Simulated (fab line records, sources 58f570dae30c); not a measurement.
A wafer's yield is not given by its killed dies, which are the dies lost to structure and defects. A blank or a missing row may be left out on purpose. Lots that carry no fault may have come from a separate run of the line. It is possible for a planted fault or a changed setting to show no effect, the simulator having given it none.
A sampling plan put to the test | flow berkeleyCmos170 | 12 faults told of in these records, all on one fab line, each judged by the records of the lots it struck
What counts as the plan is the set of the line's own looks, namely the steps on the route at which a gauge or an inspection reads a wafer and does not change it. A look can be judged if struck wafers have a number there and the file gives its usual mean and standard deviation on fault-free wafers. Caught: a look later than the fault's first step finds the struck wafers' mean 4 or more of those standard deviations (sigma) from the usual mean. On the tool: the test repeated on the tool's own readings taken at the fault's steps. It also counts as caught if the struck wafers ran another recipe or if their record alone is blank.

## THE FAULTS, as the simulator had put them in
1. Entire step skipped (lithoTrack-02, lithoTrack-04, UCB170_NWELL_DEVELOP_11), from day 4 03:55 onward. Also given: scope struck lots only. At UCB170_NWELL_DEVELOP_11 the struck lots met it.
2. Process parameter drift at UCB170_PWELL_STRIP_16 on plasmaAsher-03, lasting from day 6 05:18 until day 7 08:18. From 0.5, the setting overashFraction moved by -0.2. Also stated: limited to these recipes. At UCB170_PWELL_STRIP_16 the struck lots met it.
3. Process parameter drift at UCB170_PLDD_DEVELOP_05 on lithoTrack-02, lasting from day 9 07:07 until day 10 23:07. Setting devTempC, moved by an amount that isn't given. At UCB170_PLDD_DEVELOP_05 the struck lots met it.
4. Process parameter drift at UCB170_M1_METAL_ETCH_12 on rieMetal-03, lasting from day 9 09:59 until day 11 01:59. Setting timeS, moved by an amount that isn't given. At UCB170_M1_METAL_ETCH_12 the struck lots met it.
5. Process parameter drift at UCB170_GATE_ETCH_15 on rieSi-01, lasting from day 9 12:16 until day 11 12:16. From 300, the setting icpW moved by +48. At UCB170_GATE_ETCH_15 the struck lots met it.
6. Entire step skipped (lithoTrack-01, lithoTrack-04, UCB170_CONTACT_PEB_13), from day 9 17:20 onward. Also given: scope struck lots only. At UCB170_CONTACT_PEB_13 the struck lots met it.
7. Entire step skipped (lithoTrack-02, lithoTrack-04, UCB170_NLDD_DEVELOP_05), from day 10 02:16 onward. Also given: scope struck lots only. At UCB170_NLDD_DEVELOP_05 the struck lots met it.
8. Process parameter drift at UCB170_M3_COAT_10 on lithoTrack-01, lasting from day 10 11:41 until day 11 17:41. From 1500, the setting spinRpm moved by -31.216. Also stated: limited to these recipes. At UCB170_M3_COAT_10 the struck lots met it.
9. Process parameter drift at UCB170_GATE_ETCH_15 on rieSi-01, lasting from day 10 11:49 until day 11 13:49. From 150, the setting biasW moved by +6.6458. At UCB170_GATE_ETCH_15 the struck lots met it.
10. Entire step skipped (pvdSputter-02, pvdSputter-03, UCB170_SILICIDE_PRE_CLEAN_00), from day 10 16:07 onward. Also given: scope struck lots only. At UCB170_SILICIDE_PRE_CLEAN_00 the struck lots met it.
11. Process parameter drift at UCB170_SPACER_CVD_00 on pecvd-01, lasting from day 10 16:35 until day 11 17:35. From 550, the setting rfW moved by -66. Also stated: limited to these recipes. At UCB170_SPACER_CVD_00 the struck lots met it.
12. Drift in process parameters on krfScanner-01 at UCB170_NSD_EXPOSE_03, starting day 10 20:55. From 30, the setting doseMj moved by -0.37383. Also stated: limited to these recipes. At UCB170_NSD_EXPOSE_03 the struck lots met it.

## WHAT THE PLAN SAW
fault | on the tool itself                               | first look that catches it                      | reading, sigma | median hours from its first step to that look | hours from the fault's start to the first struck lot there | judged looks passed uncaught
1     | the tool's record is blank for the struck wafers | no look after it can be judged                  | -              | -                                             | -                                                          | 0
2     | oesProductAu +16 sigma                           | no look after it can be judged                  | -              | -                                             | -                                                          | 0
3     | developerTempC -8.4 sigma                        | not the one look that can be judged after it    | -              | -                                             | -                                                          | 1
4     | runLengthS -35 sigma                             | no look after it can be judged                  | -              | -                                             | -                                                          | 0
5     | rfFwdPowerW +48 sigma                            | none of the 2 looks that can be judged after it | -              | -                                             | -                                                          | 2
6     | the tool's record is blank for the struck wafers | no look after it can be judged                  | -              | -                                             | -                                                          | 0
7     | the tool's record is blank for the struck wafers | no look after it can be judged                  | -              | -                                             | -                                                          | 0
8     | spinSpeedRpm -33 sigma                           | no look after it can be judged                  | -              | -                                             | -                                                          | 0
9     | biasW +16 sigma                                  | none of the 2 looks that can be judged after it | -              | -                                             | -                                                          | 2
10    | the tool's record is blank for the struck wafers | not the one look that can be judged after it    | -              | -                                             | -                                                          | 1
11    | rfFwdPowerW -25 sigma                            | no look after it can be judged                  | -              | -                                             | -                                                          | 0
12    | exposureDoseMJCm2 -11 sigma                      | no look after it can be judged                  | -              | -                                             | -                                                          | 0
A dash: the fault is not caught, or the number is missing from these records.

Caught at a look: 0 of 12. Caught on the tool: 12 of 12. By one or the other: 12 of 12.
Caught on the tool alone: faults 1, 2, 3, 4, 5, 6, 7, 8, 9, 10, 11, 12.
